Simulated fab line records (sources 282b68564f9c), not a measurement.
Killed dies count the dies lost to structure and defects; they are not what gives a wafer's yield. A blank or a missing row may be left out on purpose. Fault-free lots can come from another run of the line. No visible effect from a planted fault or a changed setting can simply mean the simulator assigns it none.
fab line records	flow rit_cmos	part 1 of 2: steps 1 to 41 of 43
record: lots: 6	wafers: 18	last_day: 6
route steps=202 shown SDANNEAL@155 PSD@157 NSD@158 PLDD@159 NLDD@160 SILICIDE@161 CONTACT@168 M1@184
lots that met no fault: taken from a fault-free run of the same line
start_h: hours from the record's first day to the start of the lot's first wafer shown	wait_h: hours elapsed since this lot's preceding step	" identical to the entry in the row above	L1.1+2: several wafers, shown together as one row	- no value, or no start was given	* or withheld: withheld	< > ~ a bound
route shown NAME@n: a module of which the file shows steps, and the number in the route of the first	usual: the fault-free wafers' mean and standard deviation	same: alike in all rows	chamber/n: place in a boat	sites: the reading at each site	_std_site: the standard deviation of these	_edge_site: the outer-site mean with the inner-site mean subtracted	radius_mm: for every site, how far away it sits from the centre of the wafer	mask NAME#n: copy n	behind: tool/chamber where the wafer was last shaped	hold: reason for holding the lot/hours on hold/outcome of the hold	device: the transistor (n, p or np) that didn't switch	end of line: the tests these same wafers got at the end of their route	step lacking rows: just its recipe	killed: dies lost to structure and defects at the first sort, not the wafer's yield	map: dies across one wafer; x = killed, . = not, _ = none there
set.NAME: the setting as run; set.NAME@STEP: as run at that earlier step	model.NAME: the simulator's own value behind a step, which no gauge read
lots at some steps of the route; a table a step, a row a wafer
services: a tool's chamber out of use, with start hour (start_h, from the record's first day; less than 0 if before it), hours out, and reason
== steps ==
step: RIT_SDANNEAL_CLEAN_02
recipe: chemistry: SC2	mix: 3:3:50	time_s: 600	temp_c: 75	dry: n2_spin
step: RIT_SDANNEAL_RTA_03
recipe: temp_c: 1050	time_s: 5	idle_temp_c: 600	ramp_up_c_per_s: 342	ramp_down_c_per_s: 171	cool_to_c: 600	ambient: N2
usual: chamber_o2_ppm: 1.995/0.022	wafer_temp_C_max: 1053.5/1.2
lot.wafer	tool	chamber	start_h	wait_h	chamber_o2_ppm	wafer_temp_C_max
L715.1	rtp_anneal-02	0	53.38	0.0	1.979	1053.0
L715.4	"	0	"	"	1.947	1055.9
L715.6	"	0	"	"	1.995	1052.9
L726.1	rtp_anneal-01	0	118.26	0.0	2.014	1053.7
L726.2	"	0	"	"	2.022	1056.3
L726.6	"	0	"	"	2.005	1053.9
L727.1	rtp_anneal-02	0	127.93	0.0	1.988	1052.7
L727.3	"	0	"	"	1.988	1051.9
L727.5	"	0	"	"	1.989	1052.0
L728.2	rtp_anneal-01	0	128.30	0.0	1.970	1052.9
L728.5	"	0	"	"	1.959	1054.2
L728.6	"	0	"	"	1.939	1053.1
L730.3	rtp_anneal-01	0	140.79	0.0	2.017	1052.3
L730.4	"	0	"	"	2.048	1056.5
L730.5	"	0	"	"	2.025	1051.3
L732.2	rtp_anneal-01	0	147.61	0.0	1.992	1054.5
L732.3	"	0	"	"	2.001	1053.1
L732.6	"	0	"	"	1.974	1054.1
step: RIT_SDANNEAL_RS_MEAS_04
recipe: thk_meas_gauge: four-point-probe
usual: PSD_RS: 115.7/0.33
lot.wafer	tool	chamber	start_h	wait_h	PSD_RS[ohm/sq]
L715.1	film_metro-01	-	53.44	0.0	115.3
L715.4	"	-	"	"	115.6
L715.6	"	-	"	"	115.4
L726.1	film_metro-03	-	118.38	0.1	115.7
L726.2	"	-	"	"	115.8
L726.6	"	-	"	"	115.7
L727.1	film_metro-03	-	127.99	0.0	115.4
L727.3	"	-	"	"	115.4
L727.5	"	-	"	"	115.8
L728.2	film_metro-02	-	128.42	0.1	116.3
L728.5	"	-	"	"	116.4
L728.6	"	-	"	"	116.3
L730.3	film_metro-01	-	140.87	0.1	115.6
L730.4	"	-	"	"	115.7
L730.5	"	-	"	"	115.5
L732.2	film_metro-02	-	147.68	0.1	116.1
L732.3	"	-	"	"	116.3
L732.6	"	-	"	"	116.3
step: RIT_SDANNEAL_RS_MEAS_05
recipe: thk_meas_gauge: four-point-probe
usual: NSD_RS: 84.39/0.24
lot.wafer	tool	chamber	start_h	wait_h	NSD_RS[ohm/sq]
L715.1	film_metro-01	-	53.56	0.1	84.67
L715.4	"	-	"	"	84.73
L715.6	"	-	"	"	84.54
L726.1	film_metro-03	-	118.50	0.1	83.96
L726.2	"	-	"	"	84.17
L726.6	"	-	"	"	83.88
L727.1	film_metro-03	-	128.11	0.1	84.82
L727.3	"	-	"	"	84.67
L727.5	"	-	"	"	84.70
L728.2	film_metro-02	-	128.54	0.1	84.59
L728.5	"	-	"	"	84.57
L728.6	"	-	"	"	84.60
L730.3	film_metro-01	-	140.99	0.1	84.62
L730.4	"	-	"	"	84.74
L730.5	"	-	"	"	84.40
L732.2	film_metro-02	-	147.80	0.1	84.58
L732.3	"	-	"	"	84.52
L732.6	"	-	"	"	84.76
step: RIT_SDANNEAL_RS_MEAS_06
recipe: thk_meas_gauge: four-point-probe
usual: PLDD_RS: 178.4/0.43
lot.wafer	tool	chamber	start_h	wait_h	PLDD_RS[ohm/sq]
L715.1	film_metro-01	-	53.68	0.1	178.8
L715.4	"	-	"	"	178.7
L715.6	"	-	"	"	178.2
L726.1	film_metro-03	-	118.62	0.1	178.2
L726.2	"	-	"	"	177.9
L726.6	"	-	"	"	178.4
L727.1	film_metro-03	-	128.23	0.1	178.3
L727.3	"	-	"	"	178.1
L727.5	"	-	"	"	178.0
L728.2	film_metro-02	-	128.66	0.1	178.6
L728.5	"	-	"	"	178.6
L728.6	"	-	"	"	178.7
L730.3	film_metro-01	-	141.11	0.1	178.6
L730.4	"	-	"	"	178.5
L730.5	"	-	"	"	178.2
L732.2	film_metro-02	-	147.92	0.1	179.0
L732.3	"	-	"	"	178.4
L732.6	"	-	"	"	179.3
step: RIT_SDANNEAL_RS_MEAS_07
recipe: thk_meas_gauge: four-point-probe
usual: NLDD_RS: 151.5/0.47
lot.wafer	tool	chamber	start_h	wait_h	NLDD_RS[ohm/sq]
L715.1	film_metro-01	-	53.80	0.1	150.5
L715.4	"	-	"	"	150.6
L715.6	"	-	"	"	150.4
L726.1	film_metro-03	-	118.74	0.1	152.0
L726.2	"	-	"	"	151.3
L726.6	"	-	"	"	151.6
L727.1	film_metro-03	-	128.35	0.1	150.9
L727.3	"	-	"	"	152.2
L727.5	"	-	"	"	151.3
L728.2	film_metro-02	-	128.78	0.1	151.1
L728.5	"	-	"	"	151.0
L728.6	"	-	"	"	151.6
L730.3	film_metro-01	-	141.23	0.1	151.8
L730.4	"	-	"	"	151.8
L730.5	"	-	"	"	151.7
L732.2	film_metro-02	-	148.04	0.1	152.4
L732.3	"	-	"	"	151.9
L732.6	"	-	"	"	151.6
step: RIT_SILICIDE_WET_ETCH_00
recipe: chemistry: BOE	target: SiO2	target_depth_nm: 14	time_s: 15	dry: n2_spin	dilution: 10:1	temp_c: 21.5
step: RIT_SILICIDE_SPUTTER_01
recipe: material: Ti	target_thk_nm: 30	power_w: 350	chamber_pressure_pa: 0.667	gas: Ar	time_s: 240	substrate_temp_c: 25
usual: throttle_valve_pct: 30.0/1
lot.wafer	tool	chamber	start_h	wait_h	throttle_valve_pct
L715.1	pvd_sputter-01	-	53.93	0.0	30.9
L715.4	"	-	"	"	31.3
L715.6	"	-	"	"	29.8
L726.1	pvd_sputter-04	-	118.87	0.0	31.6
L726.2	"	-	"	"	29.4
L726.6	"	-	"	"	29.2
L727.1	pvd_sputter-04	-	128.48	0.0	29.9
L727.3	"	-	"	"	28.7
L727.5	"	-	"	"	28.7
L728.2	pvd_sputter-03	-	128.89	0.0	31.3
L728.5	"	-	"	"	31.3
L728.6	"	-	"	"	30.2
L730.3	pvd_sputter-01	-	141.32	0.0	31.1
L730.4	"	-	"	"	31.3
L730.5	"	-	"	"	31.1
L732.2	pvd_sputter-04	-	148.15	0.0	30.0
L732.3	"	-	"	"	28.8
L732.6	"	-	"	"	28.9
step: RIT_SILICIDE_RS_MEAS_02
recipe: thk_meas_gauge: four-point-probe	reads: Ti_of_SILICIDE_SPUTTER_01
usual: SILICIDE_TI_RS: 47.6/0.63
lot.wafer	tool	chamber	start_h	wait_h	SILICIDE_TI_RS[ohm/sq]
L715.1	film_metro-04	-	54.08	0.1	48.1
L715.4	"	-	"	"	48.5
L715.6	"	-	"	"	48.5
L726.1	film_metro-04	-	119.02	0.1	47.6
L726.2	"	-	"	"	47.2
L726.6	"	-	"	"	47.7
L727.1	film_metro-04	-	128.63	0.1	47.3
L727.3	"	-	"	"	47.3
L727.5	"	-	"	"	47.6
L728.2	film_metro-03	-	129.06	0.1	48.0
L728.5	"	-	"	"	48.0
L728.6	"	-	"	"	48.4
L730.3	film_metro-03	-	141.51	0.1	48.3
L730.4	"	-	"	"	48.2
L730.5	"	-	"	"	48.2
L732.2	film_metro-03	-	148.32	0.1	46.9
L732.3	"	-	"	"	46.6
L732.6	"	-	"	"	46.6
step: RIT_SILICIDE_THK_MEAS_03
recipe: thk_meas_gauge: xrf	reads: Ti_of_SILICIDE_SPUTTER_01
usual: SILICIDE_TI_THK: 30.2/0.36
lot.wafer	tool	chamber	start_h	wait_h	SILICIDE_TI_THK[nm]
L715.1	film_metro-04	-	54.20	0.1	30.2
L715.4	"	-	"	"	29.9
L715.6	"	-	"	"	30.0
L726.1	film_metro-04	-	119.14	0.1	30.4
L726.2	"	-	"	"	30.9
L726.6	"	-	"	"	30.4
L727.1	film_metro-04	-	128.75	0.1	30.6
L727.3	"	-	"	"	30.7
L727.5	"	-	"	"	30.6
L728.2	film_metro-03	-	129.17	0.1	29.7
L728.5	"	-	"	"	29.6
L728.6	"	-	"	"	29.5
L730.3	film_metro-03	-	141.61	0.1	29.5
L730.4	"	-	"	"	29.7
L730.5	"	-	"	"	29.5
L732.2	film_metro-03	-	148.43	0.1	30.4
L732.3	"	-	"	"	30.5
L732.6	"	-	"	"	30.7
step: RIT_SILICIDE_RTA_04
recipe: temp_c: 650	time_s: 10	idle_temp_c: 25	ramp_up_s: 5	ramp_down_s: 5	cool_to_c: 25	ambient: N2
step: RIT_SILICIDE_WET_ETCH_05
recipe: chemistry: SPM	target: Ti	temp_c: 90	time_s: 120	dry: n2_spin
step: RIT_SILICIDE_RTA_06
recipe: temp_c: 750	time_s: 10	idle_temp_c: 25	ramp_up_s: 5	ramp_down_s: 10	cool_to_c: 25	ambient: N2
usual: chamber_o2_ppm: 1.997/0.024	wafer_temp_C_max: 755.3/1.1
lot.wafer	tool	chamber	start_h	wait_h	chamber_o2_ppm	wafer_temp_C_max
L715.1	rtp_anneal-02	0	54.37	0.0	1.963	756.3
L715.4	"	0	"	"	1.970	755.0
L715.6	"	0	"	"	2.000	758.6
L726.1	rtp_anneal-01	0	119.31	0.0	2.038	754.2
L726.2	"	0	"	"	2.019	754.3
L726.6	"	0	"	"	2.040	756.2
L727.1	rtp_anneal-01	0	128.92	0.0	2.027	755.2
L727.3	"	0	"	"	2.010	753.9
L727.5	"	0	"	"	2.029	754.3
L728.2	rtp_anneal-01	0	129.35	0.0	1.987	754.5
L728.5	"	0	"	"	1.987	754.1
L728.6	"	0	"	"	2.006	754.8
L730.3	rtp_anneal-02	0	141.79	0.0	1.991	756.7
L730.4	"	0	"	"	1.998	755.1
L730.5	"	0	"	"	2.039	756.1
L732.2	rtp_anneal-01	0	148.60	0.0	2.018	754.3
L732.3	"	0	"	"	2.006	754.1
L732.6	"	0	"	"	2.024	757.0
step: RIT_CONTACT_CVD_00
recipe: material: SiO2	target_thk_nm: 400	precursor: TEOS	temp_c: 390	time_s: 61	rf_w: 400
step: RIT_CONTACT_THK_MEAS_01
recipe: reads: SiO2_of_CONTACT_CVD_00
usual: CONTACT_TEOS_THK: 399/5
lot.wafer	tool	chamber	start_h	wait_h	CONTACT_TEOS_THK[nm]
L715.1	film_metro-01	-	54.49	0.0	391
L715.4	"	-	"	"	399
L715.6	"	-	"	"	397
L726.1	film_metro-03	-	119.49	0.0	395
L726.2	"	-	"	"	394
L726.6	"	-	"	"	400
L727.1	film_metro-04	-	129.11	0.0	400
L727.3	"	-	"	"	393
L727.5	"	-	"	"	401
L728.2	film_metro-04	-	129.52	0.0	406
L728.5	"	-	"	"	407
L728.6	"	-	"	"	408
L730.3	film_metro-01	-	141.90	0.0	394
L730.4	"	-	"	"	404
L730.5	"	-	"	"	401
L732.2	film_metro-04	-	148.72	0.0	398
L732.3	"	-	"	"	390
L732.6	"	-	"	"	398
step: RIT_CONTACT_HMDS_02
recipe: prime_time_s: 60	prime_temp_c: 140
step: RIT_CONTACT_COAT_03
recipe: resist: NOVOLAK	spin_rpm: 3250	resist_thk_nm: 1000
step: RIT_CONTACT_SOFTBAKE_04
recipe: resist: NOVOLAK	temp_c: 90	time_s: 60
step: RIT_CONTACT_EXPOSE_05
recipe: mask_id: M11	na: 0.6	source_shape: conventional	sigma_outer: 0.5	target_cd_nm: 1000	dose_mj: 250
step: RIT_CONTACT_PEB_06
recipe: resist: NOVOLAK	temp_c: withheld	time_s: withheld
step: RIT_CONTACT_DEVELOP_07
recipe: resist: NOVOLAK	develop_time_s: 120	dev_temp_c: 23
step: RIT_CONTACT_CD_MEAS_08
recipe: target_cd_nm: 1000
usual: cd_nm: 1000.5/2.3
lot.wafer	tool	chamber	start_h	wait_h	cd_nm
L715.1	cd_sem-01	-	55.64	-	1001.2
L715.4	"	-	"	"	999.3
L715.6	"	-	"	"	1000.2
L726.1	cd_sem-02	-	120.64	-	1001.5
L726.2	"	-	"	"	1000.8
L726.6	"	-	"	"	1001.6
L727.1	cd_sem-02	-	130.26	-	1000.8
L727.3	"	-	"	"	999.3
L727.5	"	-	"	"	999.8
L728.2	cd_sem-01	-	130.69	-	1000.3
L728.5	"	-	"	"	1000.4
L728.6	"	-	"	"	1001.4
L730.3	cd_sem-01	-	142.95	-	1000.2
L730.4	"	-	"	"	1000.6
L730.5	"	-	"	"	1001.0
L732.2	cd_sem-02	-	149.88	-	997.9
L732.3	"	-	"	"	1000.2
L732.6	"	-	"	"	1000.0
step: RIT_CONTACT_OVL_MEAS_09
usual: CONTACT_OVL: -0.8/1.7
lot.wafer	tool	chamber	start_h	wait_h	CONTACT_OVL[nm]
L715.1	overlay-02	-	55.76	0.1	-1.3
L715.4	"	-	"	"	-1.2
L715.6	"	-	"	"	-2.0
L726.1	overlay-01	-	120.76	0.1	-1.9
L726.2	"	-	"	"	-1.4
L726.6	"	-	"	"	-0.3
L727.1	overlay-02	-	130.38	0.1	0.0
L727.3	"	-	"	"	1.3
L727.5	"	-	"	"	-2.2
L728.2	overlay-01	-	130.79	0.1	-0.1
L728.5	"	-	"	"	-0.3
L728.6	"	-	"	"	1.1
L730.3	overlay-01	-	143.04	0.1	-2.1
L730.4	"	-	"	"	-1.9
L730.5	"	-	"	"	-2.6
L732.2	overlay-02	-	149.99	0.1	-3.4
L732.3	"	-	"	"	-3.8
L732.6	"	-	"	"	-3.4
step: RIT_CONTACT_HARDBAKE_10
recipe: resist: NOVOLAK	temp_c: 140	time_s: 60
step: RIT_CONTACT_ETCH_11
recipe: target_depth_a: 4800	over_etch_frac: 0.2	stop_on: TiSi2	chemistry: CHF3/CF4/Ar	target: SiO2	CHF3_flow_sccm: 50	cf4_flow_sccm: 10	Ar_flow_sccm: 100	O2_flow_sccm: 5	pressure_mtorr: 100	rf_w: 200	time_s: 320
usual: drypump_motor_current_A: 5.5/0.46	oes_product_au: 0.990/0.015	rf_fwd_power_W: 199.6/0.57	throttle_valve_pct: 8.85/0.14
lot.wafer	tool	chamber	start_h	wait_h	drypump_motor_current_A	oes_product_au	rf_fwd_power_W	rf_hours_counter_h	throttle_valve_pct
L715.1	rie_diel-02	3	55.95	0.1	5.0	0.986	198.3	164	8.74
L715.4	"	0	"	"	5.2	0.988	200.5	41	8.94
L715.6	"	3	"	"	5.0	0.991	199.7	-	8.75
L726.1	rie_diel-01	2	120.95	0.1	5.5	1.006	199.6	42	8.76
L726.2	"	3	"	"	5.5	0.977	199.2	23	8.78
L726.6	"	1	"	"	6.7	0.970	199.4	-	8.68
L727.1	rie_diel-04	1	130.75	0.1	5.9	1.013	200.0	136	8.95
L727.3	"	2	"	"	6.0	0.990	199.5	0	8.99
L727.5	"	0	"	"	5.0	0.998	199.8	-	8.88
L728.2	rie_diel-01	1	130.97	0.1	6.8	0.984	200.4	79	8.69
L728.5	"	1	"	"	6.7	0.976	199.9	-	8.67
L728.6	"	0	"	"	5.4	0.969	199.1	-	9.05
L730.3	rie_diel-04	2	143.21	0.1	6.0	0.978	199.8	1	9.00
L730.4	"	3	"	"	5.6	0.996	199.7	0	9.03
L730.5	"	3	"	"	5.6	0.995	200.5	-	9.00
L732.2	rie_diel-02	0	150.17	0.1	5.2	0.979	199.7	43	8.93
L732.3	"	2	"	"	5.3	0.978	200.3	123	8.81
L732.6	"	2	"	"	5.3	0.981	200.1	-	8.79
step: RIT_CONTACT_STRIP_12
recipe: chemistry: O2	time_s: 180	resist: NOVOLAK	platen_temp_c: withheld	power_w: 500	pressure_mtorr: 4000	o2_flow_sccm: 4000
step: RIT_CONTACT_CD_MEAS_90
recipe: target_cd_nm: 1000
usual: cd_nm: 1000.4/2.3
lot.wafer	tool	chamber	start_h	wait_h	cd_nm
L715.1	cd_sem-01	-	56.32	0.1	1000.5
L715.4	"	-	"	"	999.6
L715.6	"	-	"	"	1000.4
L726.1	cd_sem-02	-	121.32	0.1	1001.1
L726.2	"	-	"	"	1000.5
L726.6	"	-	"	"	1000.8
L727.1	cd_sem-02	-	131.12	0.1	1000.5
L727.3	"	-	"	"	998.9
L727.5	"	-	"	"	999.6
L728.2	cd_sem-01	-	131.36	0.1	1000.2
L728.5	"	-	"	"	1000.4
L728.6	"	-	"	"	1001.0
L730.3	cd_sem-01	-	143.62	0.1	1000.3
L730.4	"	-	"	"	1000.9
L730.5	"	-	"	"	1001.1
L732.2	cd_sem-02	-	150.55	0.1	998.0
L732.3	"	-	"	"	1000.7
L732.6	"	-	"	"	1000.2
step: RIT_CONTACT_CLEAN_13
recipe: chemistry: SC1	mix: 3:3:50	time_s: 600	temp_c: 75
step: RIT_CONTACT_CLEAN_14
recipe: chemistry: SC2	mix: 3:3:50	time_s: 600	temp_c: 75	dry: n2_spin
step: RIT_M1_SPUTTER_00
recipe: material: Al	target_thk_nm: 400	power_w: 2000	chamber_pressure_pa: 0.4	gas: Ar	time_s: 500	substrate_temp_c: 25
usual: throttle_valve_pct: 30.2/0.97
lot.wafer	tool	chamber	start_h	wait_h	throttle_valve_pct
L715.1	pvd_sputter-02	-	56.80	0.0	31.2
L715.4	"	-	"	"	29.0
L715.6	"	-	"	"	31.2
L726.1	pvd_sputter-03	-	121.79	0.0	29.0
L726.2	"	-	"	"	30.2
L726.6	"	-	"	"	28.5
L727.1	pvd_sputter-01	-	131.60	0.0	29.8
L727.3	"	-	"	"	31.2
L727.5	"	-	"	"	30.9
L728.2	pvd_sputter-02	-	131.99	0.0	29.8
L728.5	"	-	"	"	31.2
L728.6	"	-	"	"	31.0
L730.3	pvd_sputter-02	-	144.05	0.0	29.3
L730.4	"	-	"	"	31.4
L730.5	"	-	"	"	30.7
L732.2	pvd_sputter-03	-	151.02	0.0	29.0
L732.3	"	-	"	"	30.4
L732.6	"	-	"	"	29.5
step: RIT_M1_RS_MEAS_01
recipe: thk_meas_gauge: four-point-probe	reads: Al_of_M1_SPUTTER_00
usual: M1_AL_RS: 0.0736/0.0007
lot.wafer	tool	chamber	start_h	wait_h	M1_AL_RS[ohm/sq]
L715.1	film_metro-01	-	57.10	0.1	0.0731
L715.4	"	-	"	"	0.0734
L715.6	"	-	"	"	0.0728
L726.1	film_metro-02	-	122.08	0.1	0.0731
L726.2	"	-	"	"	0.0733
L726.6	"	-	"	"	0.0732
L727.1	film_metro-01	-	131.90	0.1	0.0729
L727.3	"	-	"	"	0.0721
L727.5	"	-	"	"	0.0727
L728.2	film_metro-02	-	132.30	0.2	0.0746
L728.5	"	-	"	"	0.0741
L728.6	"	-	"	"	0.0746
L730.3	film_metro-03	-	144.39	0.2	0.0737
L730.4	"	-	"	"	0.0732
L730.5	"	-	"	"	0.0736
L732.2	film_metro-02	-	151.34	0.2	0.0745
L732.3	"	-	"	"	0.0743
L732.6	"	-	"	"	0.0740
step: RIT_M1_THK_MEAS_02
recipe: thk_meas_gauge: xrf	reads: Al_of_M1_SPUTTER_00
usual: M1_AL_THK: 397/3.9
lot.wafer	tool	chamber	start_h	wait_h	M1_AL_THK[nm]
L715.1	film_metro-01	-	57.22	0.1	402
L715.4	"	-	"	"	398
L715.6	"	-	"	"	402
L726.1	film_metro-02	-	122.20	0.1	400
L726.2	"	-	"	"	397
L726.6	"	-	"	"	398
L727.1	film_metro-01	-	132.02	0.1	401
L727.3	"	-	"	"	404
L727.5	"	-	"	"	402
L728.2	film_metro-02	-	132.41	0.1	391
L728.5	"	-	"	"	394
L728.6	"	-	"	"	393
L730.3	film_metro-03	-	144.49	0.1	396
L730.4	"	-	"	"	396
L730.5	"	-	"	"	399
L732.2	film_metro-02	-	151.45	0.1	393
L732.3	"	-	"	"	395
L732.6	"	-	"	"	396
step: RIT_M1_HMDS_03
recipe: prime_time_s: 60	prime_temp_c: 140
step: RIT_M1_COAT_04
recipe: resist: NOVOLAK	spin_rpm: 2000	resist_thk_nm: 1300
step: RIT_M1_SOFTBAKE_05
recipe: resist: NOVOLAK	temp_c: 90	time_s: 60
step: RIT_M1_EXPOSE_06
recipe: mask_id: M12	na: 0.6	source_shape: conventional	sigma_outer: 0.5	target_cd_nm: 2600	dose_mj: 250
step: RIT_M1_PEB_07
recipe: resist: NOVOLAK	temp_c: withheld	time_s: withheld
step: RIT_M1_DEVELOP_08
recipe: resist: NOVOLAK	develop_time_s: 68	dev_temp_c: 23
step: RIT_M1_CD_MEAS_09
recipe: target_cd_nm: 2600
usual: cd_nm: 2599.9/1.7
lot.wafer	tool	chamber	start_h	wait_h	cd_nm
L715.1	cd_sem-02	-	58.28	-	2598.2
L715.4	"	-	"	"	2598.0
L715.6	"	-	"	"	2600.7
L726.1	cd_sem-02	-	123.27	-	2600.4
L726.2	"	-	"	"	2601.2
L726.6	"	-	"	"	2601.3
L727.1	cd_sem-02	-	133.05	-	2599.9
L727.3	"	-	"	"	2600.5
L727.5	"	-	"	"	2600.7
L728.2	cd_sem-01	-	133.49	-	2601.6
L728.5	"	-	"	"	2598.3
L728.6	"	-	"	"	2600.4
L730.3	cd_sem-02	-	145.46	-	2600.1
L730.4	"	-	"	"	2597.8
L730.5	"	-	"	"	2597.4
L732.2	cd_sem-02	-	152.59	-	2598.0
L732.3	"	-	"	"	2598.2
L732.6	"	-	"	"	2598.8
step: RIT_M1_OVL_MEAS_10
usual: M1_OVL: 0.3/1.5
lot.wafer	tool	chamber	start_h	wait_h	M1_OVL[nm]
L715.1	overlay-01	-	58.40	0.1	1.5
L715.4	"	-	"	"	1.3
L715.6	"	-	"	"	0.8
L726.1	overlay-02	-	123.39	0.1	0.7
L726.2	"	-	"	"	0.7
L726.6	"	-	"	"	0.2
L727.1	overlay-01	-	133.17	0.1	0.5
L727.3	"	-	"	"	0.7
L727.5	"	-	"	"	-0.8
L728.2	overlay-02	-	133.59	0.1	-0.5
L728.5	"	-	"	"	0.0
L728.6	"	-	"	"	-1.4
L730.3	overlay-02	-	145.56	0.1	1.4
L730.4	"	-	"	"	-0.5
L730.5	"	-	"	"	0.7
L732.2	overlay-02	-	152.70	0.1	-0.9
L732.3	"	-	"	"	0.4
L732.6	"	-	"	"	0.1
step: RIT_M1_HARDBAKE_11
recipe: resist: NOVOLAK	temp_c: 140	time_s: 120
